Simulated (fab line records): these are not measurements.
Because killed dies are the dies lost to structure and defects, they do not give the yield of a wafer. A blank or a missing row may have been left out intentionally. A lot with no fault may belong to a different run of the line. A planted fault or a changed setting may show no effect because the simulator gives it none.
Which of the tools did it?    flow berkeley_cmos170    Sampling: 7 lots, 21 wafers, 3 of 331 route steps

== WHAT THE GAUGES READ, wafer by wafer ==
UCB170_NWELL_THK_MEAS_05.
lot   measured     on             NWELL_NITRIDE_THK (nm)
L395  day 2 15:15  film_metro-03  224.2 225.0 224.9
L398  day 3 05:21  film_metro-02  223.7 223.8 223.7
L400  day 3 11:38  film_metro-03  217.2 217.7 217.6
L402  day 4 08:22  film_metro-03  223.3 222.3 222.3
L407  day 5 06:23  film_metro-04  221.2 221.2 220.9
L409  day 5 10:53  film_metro-03  223.7 222.6 222.7
L414  day 6 15:33  film_metro-02  203.4 204.0 201.6

== WHICH TOOL RAN EACH LOT (tool, then ch and the chambers of the sampled wafers, then the start) ==
lot   UCB170_ZERO_ETCH_06                UCB170_NWELL_CVD_04
L395  rie_diel-04 ch 0,2,3, day 2 07:37  lpcvd-01 ch 1, day 2 13:19
L398  rie_diel-03 ch 1,2,3, day 2 20:31  lpcvd-01 ch 0, day 3 03:25
L400  rie_diel-03 ch 0,1,3, day 3 04:35  lpcvd-02 ch 1, day 3 09:42
L402  rie_diel-04 ch 0,2,3, day 3 18:37  lpcvd-02 ch 0, day 4 06:25
L407  rie_diel-04 ch 0,1,2, day 4 20:06  lpcvd-01 ch 1, day 5 04:27
L409  rie_diel-03 ch 1,2, day 5 01:51    lpcvd-02 ch 1, day 5 08:57
L414  rie_diel-03 ch 0,1,2, day 6 04:48  lpcvd-01 ch 1, day 6 13:37
- UCB170_ZERO_ETCH_06: etches SiO2 in CHF3/CF4/Ar, time 12 s.
- UCB170_NWELL_CVD_04: deposits Si3N4 from SiH2Cl2/NH3, target thk 224 nm, time 3360 s.

== THE ANSWER, worked out from the rows above alone ==
Rule: usual is defined by the lots themselves. Put in order of their means at a reading, lots are off if they are a third of the lots or fewer, leave a main group of 4 or more, and stand apart from it by a gap of 3 or more times the standard deviation of the main group's means; of several such gaps the widest counts. A main group whose means are all the same, to the digits that the tables above print for the reading, isn't used. Also off: a lot with no number at a reading for which 4 or more lots have one. Where the step has rows for the other lots, those lots are counted as sound.
Off: L414, seen at UCB170_NWELL_THK_MEAS_05 (NWELL_NITRIDE_THK). Mean 222.1 nm and standard deviation 2.3 in the main group.
If a tool, at a process step before that reading, ran all the lots that are off and no sound lot after the first of them, it fits. Those tools and the gauges at UCB170_NWELL_THK_MEAS_05 are tried in the same way. Can't be told from this: 3 tools fit, rie_diel-03 at UCB170_ZERO_ETCH_06, lpcvd-01 at UCB170_NWELL_CVD_04, film_metro-02 at UCB170_NWELL_THK_MEAS_05.

== WHAT THE SIMULATOR HAD PUT IN ==
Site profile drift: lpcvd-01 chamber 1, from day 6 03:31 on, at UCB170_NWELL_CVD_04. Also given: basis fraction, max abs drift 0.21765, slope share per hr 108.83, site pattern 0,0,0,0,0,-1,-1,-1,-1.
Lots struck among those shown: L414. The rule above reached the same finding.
